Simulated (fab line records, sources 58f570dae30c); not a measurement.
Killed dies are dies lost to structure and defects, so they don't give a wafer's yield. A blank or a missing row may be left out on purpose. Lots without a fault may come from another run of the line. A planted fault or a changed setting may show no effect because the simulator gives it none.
One fault seen from 2 desks | flow berkeley_cmos170 | each desk has only its own numbers; what lay behind them comes last

THE TOOL OWNER'S DESK: pecvd-03
The tool's own readings at UCB170_V1_CVD_00 (deposits SiO2 from TEOS/O2, target thk 2000 nm, time 250 s): means of the sampled wafers that have a number, for each lot that ran on this tool. A lot is out of limits, marked OUT, if its mean lies more than 4 standard deviations from the usual mean; the brackets give that distance.
Columns: A = heater_power_w at UCB170_V1_CVD_00, usual 274 W; B = run_length_s at UCB170_V1_CVD_00, usual 277.8 s
lot  | first seen here | A   | B
L244 | day 7 23:26     | 309 | 278.0
L245 | day 8 06:11     | 312 | 277.6
L252 | day 9 12:59     | 291 | 278.2
L261 | day 11 22:46    | 332 | 261.1 (-22) OUT
This desk's finding: out of limits on L261; first on L261, day 11 22:46 (run_length_s at UCB170_V1_CVD_00). In limits: L244, L245, L252.

THE METROLOGY DESK
What the gauges read, lot by lot, whatever tool the lot ran on: means of the sampled wafers that have a number. A lot is out of limits, marked OUT, if its mean lies more than 4 standard deviations from the usual mean; the brackets give that distance.
Columns: A = M1_OVL at UCB170_M1_OVL_MEAS_10, usual 1 nm; B = V1_TEOS_THK at UCB170_V1_THK_MEAS_01, usual 1997 nm
lot  | first seen here | A  | B
L242 | day 7 09:50     | 3  | 1976
L244 | day 7 18:58     | 1  | 1984
L247 | day 8 04:04     | 4  | 1998
L245 | day 8 04:19     | 4  | 1963
L248 | day 8 09:38     | -5 | 2004
L250 | day 8 11:31     | 6  | 1995
L252 | day 9 04:56     | -4 | 2009
L253 | day 9 22:59     | 5  | 2007
L260 | day 11 09:28    | -6 | 1986
L261 | day 11 20:24    | 4  | 1869 (-5.3) OUT
L263 | day 11 23:40    | 8  | 2015
L265 | day 12 08:16    | 2  | 2003
L264 | day 12 08:58    | 1  | 2017
This desk's finding: out of limits on L261; first on L261, day 11 22:55 (V1_TEOS_THK at UCB170_V1_THK_MEAS_01). In limits: L242, L244, L247, L245, L248, L250, L252, L253, L260, L263, L265, L264.

PUT TOGETHER
The tool owner's desk could have raised an alarm at day 11 22:46, on L261.
The metrology desk could have raised an alarm at day 11 22:55, on L261.
Of the lots named, all ran UCB170_V1_CVD_00 on pecvd-03.

WHAT THE SIMULATOR HAD PUT IN
Process parameter drift: pecvd-03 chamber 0, from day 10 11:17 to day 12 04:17, at UCB170_V1_CVD_00. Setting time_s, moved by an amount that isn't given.
Lots struck among those shown: L261.
Hours from the fault's start to each desk's first reading out of limits: the tool owner's desk, 35; the metrology desk, 36.
